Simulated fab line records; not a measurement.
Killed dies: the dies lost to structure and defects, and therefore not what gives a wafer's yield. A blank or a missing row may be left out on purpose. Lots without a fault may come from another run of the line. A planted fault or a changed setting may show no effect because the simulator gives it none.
Matching of chambers :: flow berkeleyCmos170 :: UCB170_GATE_ETCH_15 on rieSi-01: 4 sister chambers
The step etches poly-Si in HBr/Cl2, stops on SiO2, time 56.3 s, target depth 278.2 nm. 27 wafers are shown with their chamber, then 12 later ones without.

== WAFERS WITH THEIR CHAMBER ==
wafer: L076.3
chamber: 2
throttleValvePct (%): 26.68
oesProductAu (a.u.): 0.828

wafer: L076.4
chamber: 0
throttleValvePct (%): 26.11
oesProductAu (a.u.): 0.801

wafer: L076.6
chamber: 0
throttleValvePct (%): 26.12
oesProductAu (a.u.): 0.798

wafer: L079.1
chamber: 3
throttleValvePct (%): 26.50
oesProductAu (a.u.): 0.811

wafer: L079.5
chamber: 3
throttleValvePct (%): 26.51
oesProductAu (a.u.): 0.815

wafer: L079.6
chamber: 0
throttleValvePct (%): 26.12
oesProductAu (a.u.): 0.810

wafer: L077.1
chamber: 3
throttleValvePct (%): 26.50
oesProductAu (a.u.): 0.802

wafer: L077.2
chamber: 1
throttleValvePct (%): 26.81
oesProductAu (a.u.): 0.824

wafer: L077.4
chamber: 0
throttleValvePct (%): 26.11
oesProductAu (a.u.): 0.793

wafer: L080.2
chamber: 0
throttleValvePct (%): 26.10
oesProductAu (a.u.): 0.802

wafer: L080.4
chamber: 2
throttleValvePct (%): 26.69
oesProductAu (a.u.): 0.834

wafer: L080.6
chamber: 0
throttleValvePct (%): 26.10
oesProductAu (a.u.): 0.807

wafer: L082.1
chamber: 2
throttleValvePct (%): 26.69
oesProductAu (a.u.): 0.827

wafer: L082.4
chamber: 1
throttleValvePct (%): 26.81
oesProductAu (a.u.): 0.840

wafer: L082.6
chamber: 1
throttleValvePct (%): 26.80
oesProductAu (a.u.): 0.839

wafer: L086.2
chamber: 2
throttleValvePct (%): 26.68
oesProductAu (a.u.): 0.822

wafer: L086.3
chamber: 1
throttleValvePct (%): 26.82
oesProductAu (a.u.): 0.835

wafer: L086.6
chamber: 1
throttleValvePct (%): 26.79
oesProductAu (a.u.): 0.828

wafer: L087.3
chamber: 2
throttleValvePct (%): 26.71
oesProductAu (a.u.): 0.816

wafer: L087.4
chamber: 0
throttleValvePct (%): 26.11
oesProductAu (a.u.): 0.803

wafer: L087.6
chamber: 2
throttleValvePct (%): 26.69
oesProductAu (a.u.): 0.826

wafer: L089.3
chamber: 3
throttleValvePct (%): 26.43
oesProductAu (a.u.): 0.821

wafer: L089.4
chamber: 3
throttleValvePct (%): 26.43
oesProductAu (a.u.): 0.821

wafer: L089.6
chamber: 0
throttleValvePct (%): 26.10
oesProductAu (a.u.): 0.798

wafer: L091.3
chamber: 0
throttleValvePct (%): 26.10
oesProductAu (a.u.): 0.794

wafer: L091.4
chamber: 0
throttleValvePct (%): 26.11
oesProductAu (a.u.): 0.800

wafer: L091.5
chamber: 3
throttleValvePct (%): 26.42
oesProductAu (a.u.): 0.819

SIGNATURES, as means of the wafers listed above
reading: throttleValvePct
chamber 0: 26.1080
chamber 1: 26.8060
chamber 2: 26.6900
chamber 3: 26.4650
scatter within a chamber: 0.0215

reading: oesProductAu
chamber 0: 0.80060
chamber 1: 0.83320
chamber 2: 0.82550
chamber 3: 0.81483
scatter within a chamber: 0.00627
Rule: distance of a wafer from a chamber = root of the sum over the readings of ((wafer's reading minus chamber's mean) / reading's scatter) squared. If the next closest chamber is less than 2 further off than the closest, the wafer can't be placed; otherwise it belongs to the closest. How the scatter is found: for the shown wafers, subtract from each reading the mean of its chamber, square and add these, divide the total by (wafers less chambers), then take the root.

== WAFERS WHOSE CHAMBER IS MISSING ==
wafer: L092.4
throttleValvePct (%): 26.45
oesProductAu (a.u.): 0.812

wafer: L092.5
throttleValvePct (%): 26.70
oesProductAu (a.u.): 0.825

wafer: L092.6
throttleValvePct (%): 26.80
oesProductAu (a.u.): 0.837

wafer: L095.1
throttleValvePct (%): 26.81
oesProductAu (a.u.): 0.832

wafer: L095.5
throttleValvePct (%): 26.68
oesProductAu (a.u.): 0.822

wafer: L095.6
throttleValvePct (%): 26.80
oesProductAu (a.u.): 0.830

wafer: L097.1
throttleValvePct (%): 26.09
oesProductAu (a.u.): 0.793

wafer: L097.2
throttleValvePct (%): 26.43
oesProductAu (a.u.): 0.810

wafer: L097.3
throttleValvePct (%): 26.69
oesProductAu (a.u.): 0.822

wafer: L097.4
throttleValvePct (%): 26.80
oesProductAu (a.u.): 0.826

wafer: L097.5
throttleValvePct (%): 26.69
oesProductAu (a.u.): 0.836

wafer: L097.6
throttleValvePct (%): 26.81
oesProductAu (a.u.): 0.819

== WHICH CHAMBER EACH WENT THROUGH ==
wafer: L092.4
from the rows above: 3
in truth: 3

wafer: L092.5
from the rows above: 2
in truth: 2

wafer: L092.6
from the rows above: 1
in truth: 1

wafer: L095.1
from the rows above: 1
in truth: 1

wafer: L095.5
from the rows above: 2
in truth: 2

wafer: L095.6
from the rows above: 1
in truth: 1

wafer: L097.1
from the rows above: 0
in truth: 0

wafer: L097.2
from the rows above: 3
in truth: 3

wafer: L097.3
from the rows above: 2
in truth: 2

wafer: L097.4
from the rows above: 1
in truth: 1

wafer: L097.5
from the rows above: 2
in truth: 2

wafer: L097.6
from the rows above: 1
in truth: 1
12 of 12 placed correctly. Number that these rows cannot place: 0. 0 placed wrongly.
